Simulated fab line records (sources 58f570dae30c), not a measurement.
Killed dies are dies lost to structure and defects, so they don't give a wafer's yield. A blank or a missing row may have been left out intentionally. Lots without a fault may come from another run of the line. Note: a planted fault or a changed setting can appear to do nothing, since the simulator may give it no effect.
Code-filled problem report in 8D (eight disciplines) form    flow berkeleyCmos170    the parts of the form that need people (team, actions taken, sign-off) are left out

== 1. WHAT WENT WRONG ==
At UCB170_ZERO_ETCH_06, oesProductAu averages 0.378 a.u. over 6 wafers from 2 lots, while fault-free wafers read 0.620 a.u., standard deviation 0.0086. Relative to the usual mean, that is a shift of -28 standard deviations.
The step: etches SiO2 in CHF3/CF4/Ar, time 12 s.
First observed at day 4 01:08: wafer L171.3, on rieDiel-02. The record has a number at this step for 42 wafers belonging to 14 lots. Rule for "out" (also "out of limits"): further than 4 standard deviations from the usual mean. All remaining wafers that have a number are taken as sound.

== 2. WHAT THIS IS AND IS NOT ==
question                     is                      is not
which readings at this step  oesProductAu            CHF3_flow_sccm, drypumpMotorCurrentA
which lots                   L171, L173              L161, L162, L164, L167, L168, L169, L170, L172, L175, L182, L183, L184
which wafers of those lots   all that have a number  -
read on which tools          rieDiel-02              rieDiel-03, rieDiel-04
when                         from day 4 01:08        up to then (24 sound wafers); but 12 sound wafers of L175, L182, L183, L184 came after

== 3. WHAT RULES OUT EACH SUSPECT ==
Counting: a tool at a process step up to the reading stays a suspect if it ran every lot that is out and no sound lot after the first of them.
- krfScanner-02 at UCB170_ZERO_EXPOSE_03 (exposes mask PM MARKS, target cd 4000 nm): ruled out as a lasting fault. Following L171 (day 4 00:37), the first lot on it that is out, the sound lots L182, L183 were run on it.
- rieDiel-02 at UCB170_ZERO_ETCH_06 (etches SiO2 in CHF3/CF4/Ar, time 12 s): ruled out as a lasting fault. Following L171 (day 4 01:08), the first lot on it that is out, the sound lots L183 were run on it.
Left after counting: nothing in the record.

== 4. THE CAUSE (what the simulator had put in) ==
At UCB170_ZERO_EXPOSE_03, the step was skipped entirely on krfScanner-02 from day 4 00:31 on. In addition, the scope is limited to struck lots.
Counting ruled it out, wrongly: the rule takes a fault to strike every lot that its tool runs from its start on, and this one did not.

== 5. THE EFFECT CHAIN, in route order ==
One row per reading whose mean, taken over the struck wafers that have a number, lies over 3 standard deviations from the usual. Only readings for which the record gives a usual standard deviation are gone through. hours: the time from each lot's start at the first step in this table that gives one to its start at this step, as a median over the lots. sigmas: the change in usual standard deviations.
hours  step                 reading       usual       on struck wafers  change  sigmas
0      UCB170_ZERO_ETCH_06  oesProductAu  0.620 a.u.  0.378             -0.242  -28
Here are the process steps it includes:
- UCB170_ZERO_ETCH_06: etches SiO2 in CHF3/CF4/Ar, time 12 s.
Readings that are blank on the struck wafers while sound wafers have them: exposureDoseMJCm2 at UCB170_ZERO_EXPOSE_03; focusOffsetNm at UCB170_ZERO_EXPOSE_03.

== 6. WHAT WOULD HAVE CAUGHT IT SOONER ==
In this record the first reading out of limits was taken at day 4 01:08, 1 hour after the fault began at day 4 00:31.
At UCB170_ZERO_EXPOSE_03 the tool's readings are blank on the struck wafers, where sound wafers have them: an empty tool record is the first sign, and it was there at once.
